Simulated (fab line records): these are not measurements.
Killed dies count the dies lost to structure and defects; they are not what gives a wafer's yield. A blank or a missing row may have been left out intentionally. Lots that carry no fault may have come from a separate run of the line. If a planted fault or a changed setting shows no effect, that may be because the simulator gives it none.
Which of the tools did it?    flow rit cmos    14 lots with 42 wafers sampled at 6 steps, on a route of 202 steps

## WHAT EACH GAUGE READ, for each wafer
RIT_ACTIVE_BOW_MEAS_00. Usual: INCOMING_BOW typically reads 0 um, with standard deviation 6.
lot   measured     on             INCOMING_BOW (um)  flag
L863  day 2 01:00  film metro-03  7 8 6              
L864  day 2 06:01  film metro-01  3 -3 -4            
L867  day 2 21:02  film metro-01  0 5 1              
L870  day 3 12:01  film metro-04  -4 -5 6            
L872  day 3 22:01  film metro-01  5 -6 -3            
L873  day 4 03:01  film metro-04  -3 -5 7            
L874  day 4 08:01  film metro-04  6 -1 0             
L875  day 4 13:02  film metro-01  2 -2 -5            
L878  day 5 04:00  film metro-01  2 8 -16            
L879  day 5 09:00  film metro-03  4 4 2              
L880  day 5 14:01  film metro-01  10 7 0             
L881  day 5 19:02  film metro-01  -9 9 2             
L882  day 6 00:00  film metro-03  -8 9 -4            
L883  day 6 05:00  film metro-03  -2 -2 6            

RIT_SILICIDE_RS_MEAS_02: uses a four-point probe to measure. Usual: SILICIDE_TI_RS typically reads 47.7 ohm/sq, with standard deviation 0.71.
lot   measured     on             SILICIDE_TI_RS (ohm/sq)  flag
L863  day 4 02:06  film metro-03  46.7 47.1 47.5           
L864  day 4 06:40  film metro-03  48.1 48.4 48.5           
L867  day 4 19:57  film metro-02  29.9 29.9 29.6           OFF
L870  day 5 08:59  film metro-02  30.2 30.1 30.2           OFF
L872  day 5 19:54  film metro-02  47.5 47.9 48.0           
L873  day 6 00:35  film metro-01  47.8 48.0 48.5           
L874  day 6 06:07  film metro-01  47.7 47.4 47.1           
L875  day 6 12:25  film metro-01  47.3 47.3 47.5           
L878  day 7 02:27  film metro-02  47.0 46.8 46.9           
L879  day 7 06:32  film metro-02  47.6 48.7 47.5           
L880  day 7 10:33  film metro-02  47.9 47.3 48.4           
L881  day 7 16:23  film metro-03  48.1 47.8 48.7           
L882  day 7 21:52  film metro-02  48.3 47.4 48.0           
L883  day 8 02:40  film metro-02  46.7 47.2 47.1           

RIT_SILICIDE_THK_MEAS_03: measures by xrf. Usual: SILICIDE_TI_THK typically reads 30.3 nm, with standard deviation 0.37.
lot   measured     on             SILICIDE_TI_THK (nm)  flag
L863  day 4 02:13  film metro-03  30.8 30.7 30.4        
L864  day 4 06:46  film metro-03  30.1 29.9 29.9        
L867  day 4 20:03  film metro-02  44.2 44.2 44.4        OFF
L870  day 5 09:05  film metro-02  43.8 44.1 44.0        OFF
L872  day 5 20:01  film metro-02  30.4 30.1 30.2        
L873  day 6 00:41  film metro-01  30.3 30.1 30.1        
L874  day 6 06:14  film metro-01  30.4 30.8 30.9        
L875  day 6 12:31  film metro-01  30.5 30.6 30.6        
L878  day 7 02:34  film metro-02  30.5 30.9 30.8        
L879  day 7 06:39  film metro-02  30.4 29.8 30.4        
L880  day 7 10:40  film metro-02  30.3 30.4 30.1        
L881  day 7 16:29  film metro-03  30.0 30.3 29.8        
L882  day 7 21:59  film metro-02  30.1 30.5 30.2        
L883  day 8 02:47  film metro-02  30.8 30.7 30.5        

RIT_CONTACT_CD_MEAS_08 targets a cd of 1000 nm. Usual: cd nm 999.5 nm, standard deviation 1.8.
lot   measured     on         cd nm (nm)            flag
L863  day 4 03:40  cd sem-01  996.8 999.1 997.2     
L864  day 4 08:13  cd sem-02  999.4 1001.4 1001.4   
L867  day 4 21:23  cd sem-01  999.1 997.4 998.9     
L870  day 5 10:35  cd sem-01  999.1 998.8 998.9     
L872  day 5 21:20  cd sem-01  998.4 996.4 997.6     
L873  day 6 02:09  cd sem-01  1001.1 999.6 1002.0   
L874  day 6 07:40  cd sem-01  998.8 998.3 999.0     
L875  day 6 13:58  cd sem-01  998.4 998.4 999.9     
L878  day 7 03:55  cd sem-02  1001.1 998.8 1000.9   
L879  day 7 08:09  cd sem-02  1002.3 1000.6 1001.6  
L880  day 7 11:59  cd sem-02  999.5 1002.3 999.7    
L881  day 7 17:58  cd sem-02  998.9 1000.9 999.8    
L882  day 7 23:29  cd sem-02  1002.7 1001.1 1001.3  
L883  day 8 04:24  cd sem-02  994.5 997.6 998.8     

## TOOL THAT RAN EACH LOT (tool first, then ch and the chambers of the sampled wafers, then the start)
lot   RIT_SILICIDE_SPUTTER_01      RIT_SILICIDE_RTA_06
L863  pvd sputter-03, day 4 01:57  rtp anneal-02 ch 0, day 4 02:23
L864  pvd sputter-03, day 4 06:29  rtp anneal-01 ch 0, day 4 06:56
L867  pvd sputter-04, day 4 19:46  rtp anneal-02 ch 0, day 4 20:14
L870  pvd sputter-04, day 5 08:49  rtp anneal-02 ch 0, day 5 09:18
L872  pvd sputter-02, day 5 19:43  rtp anneal-01 ch 0, day 5 20:11
L873  pvd sputter-03, day 6 00:25  rtp anneal-02 ch 0, day 6 00:53
L874  pvd sputter-02, day 6 05:56  rtp anneal-01 ch 0, day 6 06:24
L875  pvd sputter-03, day 6 12:13  rtp anneal-02 ch 0, day 6 12:41
L878  pvd sputter-03, day 7 02:18  rtp anneal-01 ch 0, day 7 02:44
L879  pvd sputter-02, day 7 06:22  rtp anneal-02 ch 0, day 7 06:50
L880  pvd sputter-03, day 7 10:23  rtp anneal-01 ch 0, day 7 10:50
L881  pvd sputter-02, day 7 16:11  rtp anneal-02 ch 0, day 7 16:40
L882  pvd sputter-03, day 7 21:43  rtp anneal-01 ch 0, day 7 22:09
L883  pvd sputter-02, day 8 02:29  rtp anneal-02 ch 0, day 8 02:57
- RIT_SILICIDE_SPUTTER_01: material Ti, target thk 30 nm, time 240 s.
- RIT_SILICIDE_RTA_06: time 10 s, ramp up 5 s, ramp down 10 s.

## WHAT THE TOOLS THEMSELVES READ (means of the sampled wafers that have a number; where no wafer has one, the mark that the record gives instead)
RIT_SILICIDE_SPUTTER_01. Usual: chamber pressure pa 0.6669 Pa, standard deviation 0.0014; throttle valve pct 29.6 %, standard deviation 1.
lot   tool            chamber pressure pa (Pa)  throttle valve pct (%)  flag
L863  pvd sputter-03  0.6667                    29.9                    
L864  pvd sputter-03  0.6662                    29.2                    
L867  pvd sputter-04  0.6674                    30.1                    
L870  pvd sputter-04  0.6671                    29.5                    
L872  pvd sputter-02  0.6657                    30.3                    
L873  pvd sputter-03  0.6675                    29.8                    
L874  pvd sputter-02  0.6674                    30.0                    
L875  pvd sputter-03  0.6664                    29.2                    
L878  pvd sputter-03  0.6671                    29.1                    
L879  pvd sputter-02  0.6667                    30.0                    
L880  pvd sputter-03  0.6665                    28.9                    
L881  pvd sputter-02  0.6670                    30.6                    
L882  pvd sputter-03  0.6678                    28.5                    
L883  pvd sputter-02  0.6676                    29.7                    

RIT_SILICIDE_RTA_06. Usual: wafer_temp_C_max 753.5, standard deviation 0.79.
lot   tool           wafer_temp_C_max  flag
L863  rtp anneal-02  753.9             
L864  rtp anneal-01  752.9             
L867  rtp anneal-02  754.2             
L870  rtp anneal-02  754.4             
L872  rtp anneal-01  753.6             
L873  rtp anneal-02  754.0             
L874  rtp anneal-01  753.1             
L875  rtp anneal-02  753.9             
L878  rtp anneal-01  753.8             
L879  rtp anneal-02  753.9             
L880  rtp anneal-01  752.7             
L881  rtp anneal-02  753.0             
L882  rtp anneal-01  753.6             
L883  rtp anneal-02  753.4             

## THE ANSWER, worked out from the rows above alone
Rule: lot off if the mean of its wafers having a number is beyond 3 standard deviations from the usual mean. Also off: a lot with no number at a reading for which 4 or more lots have one. The other lots that the step has rows for count as sound. The gauges are gone through in route order, then the tools' own readings, and for those a lot's mean is taken as printed above. At the first step where some lot is off, the reading lying furthest off is the one used; lots without a number count as furthest.
Off: L867, L870, seen at RIT_SILICIDE_RS_MEAS_02 (SILICIDE_TI_RS).
A tool fits if, at a process step before that reading, it ran every lot that is off, and no sound lot after the first of them. Gauges at RIT_SILICIDE_RS_MEAS_02: tried the same way as those tools. One fits: RIT_SILICIDE_SPUTTER_01 on pvd sputter-04. It ran no sound lot before its first lot that is off in this sample, so the start can't be narrowed down.

## WHAT THE SIMULATOR HAD INSERTED
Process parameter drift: pvd sputter-04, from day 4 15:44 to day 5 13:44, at RIT_SILICIDE_SPUTTER_01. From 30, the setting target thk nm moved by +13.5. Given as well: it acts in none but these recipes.
Shown lots that were struck: L867, L870. The same result came from the rule above.
